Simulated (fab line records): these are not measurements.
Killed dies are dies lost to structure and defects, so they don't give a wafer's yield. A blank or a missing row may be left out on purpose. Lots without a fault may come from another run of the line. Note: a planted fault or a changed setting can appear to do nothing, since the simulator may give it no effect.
Which of the tools did it?    flow berkeley cmos170    42 wafers from 14 lots sampled at 4 of the route's 331 steps

== WHAT EACH GAUGE READ, for each wafer ==
UCB170_SDANNEAL_RS_MEAS_02: uses a four-point probe to measure. Usual: PSD_RS 75.46 ohm/sq, standard deviation 0.29.
lot   measured      on             PSD_RS (ohm/sq)    flag
L968  day 6 14:56   film metro-01  75.44 75.44 75.46  
L970  day 6 23:25   film metro-03  75.77 75.64 75.56  
L972  day 7 08:26   film metro-01  75.38 75.65 75.36  
L971  day 7 10:17   film metro-01  74.88 75.28 75.19  
L973  day 8 03:22   film metro-03  75.66 75.54 75.71  
L979  day 8 16:28   film metro-02  75.72 75.44 75.81  
L976  day 8 16:40   film metro-03  74.93 75.34 75.18  
L974  day 8 17:01   film metro-02  75.22 74.96 75.41  
L978  day 9 07:25   film metro-01  75.57 75.67 75.57  
L982  day 10 14:14  film metro-01  75.12 75.12 75.19  
L987  day 10 19:09  film metro-03  75.74 76.13 76.13  
L988  day 11 05:05  film metro-01  75.55 75.11 75.42  
L989  day 11 05:20  film metro-02  75.64 75.52 75.40  
L991  day 11 13:20  film metro-01  75.33 74.98 75.71  

UCB170_M3_OVL_MEAS_16. Usual: M3_OVL -1 nm, standard deviation 6.9.
lot   measured      on          M3_OVL (nm)  flag
L968  day 7 17:20   overlay-01  0 -9 -2      
L970  day 8 00:10   overlay-01  -10 -8 -6    
L972  day 8 13:12   overlay-01  4 1 7        
L971  day 8 13:50   overlay-01  9 2 -5       
L973  day 9 05:33   overlay-01  -1 10 -4     
L979  day 9 18:14   overlay-02  6 -6 3       
L976  day 9 17:41   overlay-01  -9 -4 -4     
L974  day 9 18:29   overlay-02  -5 -5 -13    
L978  day 10 09:44  overlay-01  6 2 17       
L982  day 11 14:51  overlay-02  -6 -5 7      
L987  day 12 00:54  overlay-01  -2 -9 -7     
L988  day 12 09:31  overlay-02  -2 5 2       
L989  day 12 10:15  overlay-01  -5 -9 -6     
L991  day 12 16:37  overlay-01  4 -7 -1      

== WHAT TOOL EACH LOT RAN ON (gives the tool, then ch and the chambers of the sampled wafers, and finally the start) ==
lot   UCB170_M3_SOFTBAKE_06              UCB170_M3_STRIP_07
L968  litho track-02 ch 0, day 7 15:01   plasma asher-01 ch 0,1, day 7 15:08
L970  litho track-04 ch 0, day 7 22:05   plasma asher-04 ch 0,1, day 7 22:12
L972  litho track-04 ch 0, day 8 11:17   plasma asher-01 ch 0,1, day 8 11:26
L971  litho track-02 ch 0, day 8 11:32   plasma asher-04 ch 0,1, day 8 11:41
L973  litho track-02 ch 0, day 9 04:02   plasma asher-04 ch 0,1, day 9 04:11
L979  litho track-02 ch 0, day 9 16:35   plasma asher-03 ch 0,1, day 9 16:43
L976  litho track-02 ch 0, day 9 16:08   plasma asher-04 ch 1, day 9 16:16
L974  litho track-04 ch 0, day 9 16:45   plasma asher-04 ch 0,1, day 9 16:52
L978  litho track-02 ch 0, day 10 07:20  plasma asher-04 ch 0,1, day 10 07:28
L982  litho track-02 ch 0, day 11 12:50  plasma asher-03 ch 0,1, day 11 12:59
L987  litho track-04 ch 0, day 11 22:28  plasma asher-01 ch 0,1, day 11 22:37
L988  litho track-04 ch 0, day 12 07:21  plasma asher-03 ch 0,1, day 12 07:30
L989  litho track-03 ch 0, day 12 07:42  plasma asher-04 ch 0,1, day 12 07:51
L991  litho track-04 ch 0, day 12 15:06  plasma asher-01 ch 0,1, day 12 15:15
- UCB170_M3_SOFTBAKE_06: time 60 s.
- UCB170_M3_STRIP_07: strips in O2.

== AS READ BY THE TOOLS THEMSELVES (means over the sampled wafers that have a number; for cases with no such wafer, the mark the record gives instead) ==
UCB170_M3_SOFTBAKE_06. Usual: heater power total W 56.80 W, standard deviation 0.039; run length s 89.13 s, standard deviation 0.26.
lot   tool            heater power total W (W)  run length s (s)  flag
L968  litho track-02  56.78                     89.29             
L970  litho track-04  56.78                     89.23             
L972  litho track-04  56.80                     89.24             
L971  litho track-02  56.81                     89.35             
L973  litho track-02  56.78                     89.42             
L979  litho track-02  56.75                     89.32             
L976  litho track-02  56.79                     89.38             
L974  litho track-04  56.81                     89.10             
L978  litho track-02  62.49                     72.38             OFF
L982  litho track-02  62.50                     72.39             OFF
L987  litho track-04  56.81                     89.22             
L988  litho track-04  56.80                     89.20             
L989  litho track-03  56.80                     88.78             
L991  litho track-04  56.80                     89.26             

UCB170_M3_STRIP_07. Usual: drypump motor current A 5.6 A, standard deviation 0.45; o2 flow sccm 400.1 sccm, standard deviation 1.2; oes product au 0.734 a.u., standard deviation 0.0047; strip time to endpoint s 21.99 s, standard deviation 0.05.
lot   tool             drypump motor current A (A)  o2 flow sccm (sccm)  oes product au (a.u.)  strip time to endpoint s (s)  flag
L968  plasma asher-01  5.9                          399.7                0.733                  22.01                         
L970  plasma asher-04  5.3                          400.7                0.738                  21.97                         
L972  plasma asher-01  5.9                          400.7                0.728                  21.98                         
L971  plasma asher-04  5.1                          399.8                0.735                  22.01                         
L973  plasma asher-04  5.2                          400.6                0.735                  22.01                         
L979  plasma asher-03  6.2                          400.1                0.734                  21.97                         
L976  plasma asher-04  5.4                          400.2                0.734                  21.93                         
L974  plasma asher-04  5.3                          401.9                0.733                  21.98                         
L978  plasma asher-04  5.3                          400.6                0.738                  21.99                         
L982  plasma asher-03  6.2                          398.6                0.734                  21.97                         
L987  plasma asher-01  5.9                          399.8                0.734                  22.05                         
L988  plasma asher-03  6.1                          400.0                0.734                  21.99                         
L989  plasma asher-04  5.3                          400.4                0.734                  22.04                         
L991  plasma asher-01  6.0                          398.5                0.733                  22.03                         

== THE ANSWER, worked out from the rows above alone ==
Rule: a lot counts as off when the mean over its wafers that have a number is more than 3 standard deviations away from the usual mean. A lot without any number at a reading at which 4 lots or more have one is off too. Any other lot the step has rows for is counted as sound. The gauges are gone through in route order, then the tools' own readings, and for those a lot's mean is taken as printed above. The first step at which some lot is off is used, and at that step the reading that is off furthest; a lot without a number counts as furthest.
Off: L978, L982, at UCB170_M3_SOFTBAKE_06 (heater power total W).
A tool fits if, at that step or a process step before it, it ran every lot that is off, and no sound lot after the first of them. One fits: UCB170_M3_SOFTBAKE_06 on litho track-02. A fault onset in the window from L979 (day 9 16:35, its last sound lot) to L978 (day 10 07:20, its first lot off) fits.
The tool's own readings at UCB170_M3_SOFTBAKE_06 bear it out: on the lots that are off they differ by more than 5 times the standard deviation of the sound lots' means. heater power total W reads 62.50 W there against 56.79 W on the sound lots; run length s reads 72.38 s there against 89.23 s on the sound lots.

== WHAT THE SIMULATOR HAD PUT IN ==
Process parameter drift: litho track-02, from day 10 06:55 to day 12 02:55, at UCB170_M3_SOFTBAKE_06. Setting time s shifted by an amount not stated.
Struck lots among those shown: L978, L982. The same result came from the rule above.
